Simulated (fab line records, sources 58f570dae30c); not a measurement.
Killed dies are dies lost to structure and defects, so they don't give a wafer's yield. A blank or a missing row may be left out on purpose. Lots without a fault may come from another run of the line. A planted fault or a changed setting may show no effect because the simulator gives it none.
A sampling plan put to the test | flow berkeley_cmos170 | one fab line, 32 faults that these records tell of, each judged on the records of the lots that it struck
The plan is the line's own looks: the steps of the route at which a gauge or an inspection reads the wafer and doesn't change it. A look can be judged if struck wafers have a number there and the file gives its usual mean and standard deviation on fault-free wafers. Caught: at a look after the fault's first step, the mean of the struck wafers lies 4 or more of those standard deviations (sigma) from the usual mean. On the tool: the same test on the tool's own readings at the fault's steps. Another recipe on the struck wafers, or a record that is blank for them alone, also counts as caught.

THE FAULTS, as the simulator had put them in
1. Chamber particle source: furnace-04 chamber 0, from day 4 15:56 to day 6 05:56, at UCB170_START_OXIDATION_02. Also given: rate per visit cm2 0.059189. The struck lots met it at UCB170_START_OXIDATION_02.
2. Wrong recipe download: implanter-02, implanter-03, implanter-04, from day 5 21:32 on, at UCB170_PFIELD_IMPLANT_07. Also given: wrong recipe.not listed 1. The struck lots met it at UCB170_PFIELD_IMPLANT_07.
3. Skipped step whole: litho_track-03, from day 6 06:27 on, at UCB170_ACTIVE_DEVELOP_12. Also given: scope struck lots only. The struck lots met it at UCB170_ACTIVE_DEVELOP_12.
4. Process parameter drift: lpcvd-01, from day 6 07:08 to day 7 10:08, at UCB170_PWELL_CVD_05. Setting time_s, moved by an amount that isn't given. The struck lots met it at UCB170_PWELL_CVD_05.
5. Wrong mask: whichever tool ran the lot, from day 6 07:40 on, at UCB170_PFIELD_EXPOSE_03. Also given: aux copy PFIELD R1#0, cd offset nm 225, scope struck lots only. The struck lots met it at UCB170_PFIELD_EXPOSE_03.
6. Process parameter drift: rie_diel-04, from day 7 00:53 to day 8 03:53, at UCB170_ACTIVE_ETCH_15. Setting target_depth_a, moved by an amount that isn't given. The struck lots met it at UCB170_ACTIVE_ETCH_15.
7. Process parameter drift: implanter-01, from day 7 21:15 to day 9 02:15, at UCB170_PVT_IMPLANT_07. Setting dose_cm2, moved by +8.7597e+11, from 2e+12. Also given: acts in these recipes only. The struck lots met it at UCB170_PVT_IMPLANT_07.
8. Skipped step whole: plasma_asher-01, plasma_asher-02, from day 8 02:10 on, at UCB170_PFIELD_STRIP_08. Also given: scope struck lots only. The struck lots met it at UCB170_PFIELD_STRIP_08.
9. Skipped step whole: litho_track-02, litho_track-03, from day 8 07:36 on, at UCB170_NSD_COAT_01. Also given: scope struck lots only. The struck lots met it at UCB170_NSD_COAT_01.
10. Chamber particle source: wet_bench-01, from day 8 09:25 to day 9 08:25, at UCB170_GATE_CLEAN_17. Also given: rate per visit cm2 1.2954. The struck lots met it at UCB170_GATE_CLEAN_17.
11. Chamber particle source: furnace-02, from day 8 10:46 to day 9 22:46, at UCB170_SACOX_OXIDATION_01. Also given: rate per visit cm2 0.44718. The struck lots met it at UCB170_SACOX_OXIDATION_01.
12. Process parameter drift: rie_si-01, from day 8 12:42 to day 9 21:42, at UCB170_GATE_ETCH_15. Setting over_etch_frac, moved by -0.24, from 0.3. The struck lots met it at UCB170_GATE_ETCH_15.
13. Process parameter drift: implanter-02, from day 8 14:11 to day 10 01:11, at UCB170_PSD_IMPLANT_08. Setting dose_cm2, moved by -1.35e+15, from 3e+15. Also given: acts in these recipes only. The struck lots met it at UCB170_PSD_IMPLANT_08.
14. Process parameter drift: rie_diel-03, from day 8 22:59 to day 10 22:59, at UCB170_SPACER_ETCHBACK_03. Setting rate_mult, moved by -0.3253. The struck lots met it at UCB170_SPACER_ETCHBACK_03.
15. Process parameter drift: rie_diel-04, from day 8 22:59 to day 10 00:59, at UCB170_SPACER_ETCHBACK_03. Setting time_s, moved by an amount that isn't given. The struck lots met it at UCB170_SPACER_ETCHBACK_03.
16. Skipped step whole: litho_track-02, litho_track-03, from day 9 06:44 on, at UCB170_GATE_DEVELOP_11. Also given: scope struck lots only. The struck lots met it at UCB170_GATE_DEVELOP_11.
17. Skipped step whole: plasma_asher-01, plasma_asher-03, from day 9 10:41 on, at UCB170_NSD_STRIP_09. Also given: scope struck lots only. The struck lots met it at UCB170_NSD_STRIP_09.
18. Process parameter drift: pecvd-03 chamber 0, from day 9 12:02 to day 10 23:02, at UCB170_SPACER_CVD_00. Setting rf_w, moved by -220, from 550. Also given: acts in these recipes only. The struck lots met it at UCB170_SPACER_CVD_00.
19. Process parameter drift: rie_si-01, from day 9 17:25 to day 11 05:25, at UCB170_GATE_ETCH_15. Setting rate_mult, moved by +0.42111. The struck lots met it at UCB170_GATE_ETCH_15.
20. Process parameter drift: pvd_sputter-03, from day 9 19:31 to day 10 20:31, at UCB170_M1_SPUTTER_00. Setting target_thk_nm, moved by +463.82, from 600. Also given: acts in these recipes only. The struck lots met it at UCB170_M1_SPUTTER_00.
21. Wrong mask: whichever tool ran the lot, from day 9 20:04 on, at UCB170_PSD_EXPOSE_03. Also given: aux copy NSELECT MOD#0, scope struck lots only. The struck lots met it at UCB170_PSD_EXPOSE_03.
22. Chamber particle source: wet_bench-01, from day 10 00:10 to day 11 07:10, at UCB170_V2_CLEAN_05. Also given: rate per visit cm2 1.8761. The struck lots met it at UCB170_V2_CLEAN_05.
23. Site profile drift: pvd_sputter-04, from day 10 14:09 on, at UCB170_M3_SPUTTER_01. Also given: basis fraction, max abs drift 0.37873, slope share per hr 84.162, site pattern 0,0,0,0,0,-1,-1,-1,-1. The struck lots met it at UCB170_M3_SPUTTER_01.
24. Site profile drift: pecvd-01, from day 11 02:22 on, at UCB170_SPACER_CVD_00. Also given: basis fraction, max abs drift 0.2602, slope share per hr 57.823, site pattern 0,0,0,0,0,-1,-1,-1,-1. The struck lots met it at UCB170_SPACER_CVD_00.
25. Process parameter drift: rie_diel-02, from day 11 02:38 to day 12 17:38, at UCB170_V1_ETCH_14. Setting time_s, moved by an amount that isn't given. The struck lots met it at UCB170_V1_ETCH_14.
26. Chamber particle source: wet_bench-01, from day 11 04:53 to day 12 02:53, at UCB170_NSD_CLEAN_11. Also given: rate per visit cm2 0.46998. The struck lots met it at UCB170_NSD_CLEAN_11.
27. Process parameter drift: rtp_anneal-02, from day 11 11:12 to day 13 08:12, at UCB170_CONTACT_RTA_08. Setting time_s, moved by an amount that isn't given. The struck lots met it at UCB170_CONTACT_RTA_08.
28. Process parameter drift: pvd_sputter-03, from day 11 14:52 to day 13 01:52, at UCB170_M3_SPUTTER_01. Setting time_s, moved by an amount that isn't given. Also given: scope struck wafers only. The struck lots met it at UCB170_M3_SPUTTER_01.
29. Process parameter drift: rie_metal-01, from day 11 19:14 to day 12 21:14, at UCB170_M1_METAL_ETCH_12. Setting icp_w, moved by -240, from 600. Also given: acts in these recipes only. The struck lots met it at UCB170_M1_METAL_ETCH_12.
30. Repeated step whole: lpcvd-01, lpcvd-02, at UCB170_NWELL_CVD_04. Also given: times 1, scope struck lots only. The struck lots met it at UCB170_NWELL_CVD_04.
31. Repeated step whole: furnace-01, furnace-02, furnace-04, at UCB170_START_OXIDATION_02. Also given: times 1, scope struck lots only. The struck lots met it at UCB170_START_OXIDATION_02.
32. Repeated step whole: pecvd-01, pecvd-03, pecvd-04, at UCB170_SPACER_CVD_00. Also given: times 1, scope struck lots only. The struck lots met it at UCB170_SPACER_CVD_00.

WHAT THE PLAN SAW
fault | on the tool itself                               | first look that catches it                      | reading, sigma         | median hours from its first step to that look | hours from the fault's start to the first struck lot there | judged looks passed uncaught
1     | under 2 sigma                                    | not the one look that can be judged after it    | -                      | -                                             | -                                                          | 1
2     | no reading that can be judged                    | UCB170_PFIELD_TW_MEAS_09                        | PFIELD_TW +94          | 0.2                                           | 0                                                          | 0
3     | no reading that can be judged                    | no look after it can be judged                  | -                      | -                                             | -                                                          | 0
4     | no reading that can be judged                    | UCB170_PWELL_THK_MEAS_06                        | PWELL_NITRIDE_THK -5.4 | 1.9                                           | 5                                                          | 0
5     | no reading that can be judged                    | not the one look that can be judged after it    | -                      | -                                             | -                                                          | 1
6     | under 2 sigma                                    | none of the 3 looks that can be judged after it | -                      | -                                             | -                                                          | 3
7     | dose_ions_cm2 +99 or beyond sigma                | UCB170_PVT_TW_MEAS_09                           | PVT_TW +14             | 0.2                                           | 1                                                          | 0
8     | the tool's record is blank for the struck wafers | no look after it can be judged                  | -                      | -                                             | -                                                          | 0
9     | the tool's record is blank for the struck wafers | none of the 2 looks that can be judged after it | -                      | -                                             | -                                                          | 2
10    | under 2 sigma                                    | no look after it can be judged                  | -                      | -                                             | -                                                          | 0
11    | no reading that can be judged                    | none of the 2 looks that can be judged after it | -                      | -                                             | -                                                          | 2
12    | oes_product_au +10 sigma                         | no look after it can be judged                  | -                      | -                                             | -                                                          | 0
13    | dose_ions_cm2 -99 or beyond sigma                | UCB170_PSD_TW_MEAS_10                           | PSD_TW -15             | 0.2                                           | 3                                                          | 0
14    | oes_product_au -8.7 sigma                        | no look after it can be judged                  | -                      | -                                             | -                                                          | 0
15    | run_length_s -59 sigma                           | no look after it can be judged                  | -                      | -                                             | -                                                          | 0
16    | no reading that can be judged                    | no look after it can be judged                  | -                      | -                                             | -                                                          | 0
17    | the tool's record is blank for the struck wafers | no look after it can be judged                  | -                      | -                                             | -                                                          | 0
18    | rf_fwd_power_W -91 sigma                         | UCB170_SPACER_THK_MEAS_01                       | SPACER_TEOS_THK -11    | 0.0                                           | 22                                                         | 0
19    | under 2 sigma                                    | no look after it can be judged                  | -                      | -                                             | -                                                          | 0
20    | under 2 sigma                                    | UCB170_M1_RS_MEAS_01                            | M1_AL_RS -31           | 0.1                                           | 0                                                          | 0
21    | no reading that can be judged                    | UCB170_PSD_TW_MEAS_10                           | PSD_TW -85             | 1.3                                           | 1                                                          | 0
22    | no reading that can be judged                    | not the one look that can be judged after it    | -                      | -                                             | -                                                          | 1
23    | under 2 sigma                                    | UCB170_M3_RS_MEAS_02                            | M3_AL_RS +21           | 0.1                                           | 4                                                          | 0
24    | under 2 sigma                                    | UCB170_SPACER_THK_MEAS_01                       | SPACER_TEOS_THK -10    | 0.0                                           | 0                                                          | 0
25    | run_length_s +99 or beyond sigma                 | no look after it can be judged                  | -                      | -                                             | -                                                          | 0
26    | no reading that can be judged                    | not the one look that can be judged after it    | -                      | -                                             | -                                                          | 1
27    | under 2 sigma                                    | none of the 8 looks that can be judged after it | -                      | -                                             | -                                                          | 8
28    | only faintly: throttle_valve_pct +2.1 sigma      | UCB170_M3_RS_MEAS_02                            | M3_AL_RS -28           | 0.1                                           | 15                                                         | 0
29    | rf_fwd_power_W -99 or beyond sigma               | UCB170_M1_CD_MEAS_90                            | cd_nm +6.3             | 0.2                                           | 1                                                          | 0
30    | under 2 sigma                                    | UCB170_NWELL_THK_MEAS_05                        | NWELL_NITRIDE_THK +83  | 4.9                                           | -                                                          | 0
31    | under 2 sigma                                    | UCB170_START_THK_MEAS_03                        | START_OXIDE_THK +30    | 4.7                                           | -                                                          | 0
32    | under 2 sigma                                    | UCB170_SPACER_THK_MEAS_01                       | SPACER_TEOS_THK +85    | 0.3                                           | -                                                          | 0
A dash: the fault isn't caught, or these records don't give the number.

Caught at a look: 14 of 32. Caught on the tool: 11 of 32. By one or the other: 21 of 32.
Caught on the tool alone: faults 8, 9, 12, 14, 15, 17, 25.
Caught at a look alone: faults 2, 4, 20, 21, 23, 24, 28, 30, 31, 32.
Caught by neither: faults 1, 3, 5, 6, 10, 11, 16, 19, 22, 26, 27.

THINNER SAMPLING
If the look that catches a fault measured only every second or every third lot, by lot number, the first struck lot would be measured this late in the worst case:
fault | struck lots at that look, in order of time | every lot | every second lot | every third lot
2     | L383, L385, L384, L386                     | 0 h       | 7 h              | 7 h
4     | L320, L319, L321                           | 5 h       | 5 h              | 15 h
7     | L930, L936                                 | 1 h       | may miss all 2   | may miss all 2
13    | L476, L479                                 | 3 h       | 19 h             | may miss all 2
18    | L124                                       | 22 h      | may miss it      | may miss it
20    | L184, L189                                 | 0 h       | 12 h             | may miss all 2
21    | L260                                       | 1 h       | may miss it      | may miss it
23    | L611, L614, L615                           | 4 h       | 30 h             | may miss all 3
24    | L146, L150                                 | 0 h       | may miss all 2   | may miss all 2
28    | L445                                       | 15 h      | may miss it      | may miss it
29    | L541, L542                                 | 1 h       | 21 h             | may miss all 2
Hours are from the fault's start to the first struck lot that is measured. The limit of 4 sigma was tested on all struck wafers together, so one lot alone may lie under it. Other struck lots may not be in these records.

THE LONGEST TIMED WAY FROM STEP TO LOOK
Fault 30: a median of 4.9 hours passes between UCB170_NWELL_CVD_04 and UCB170_NWELL_THK_MEAS_05. No look between them can be judged.
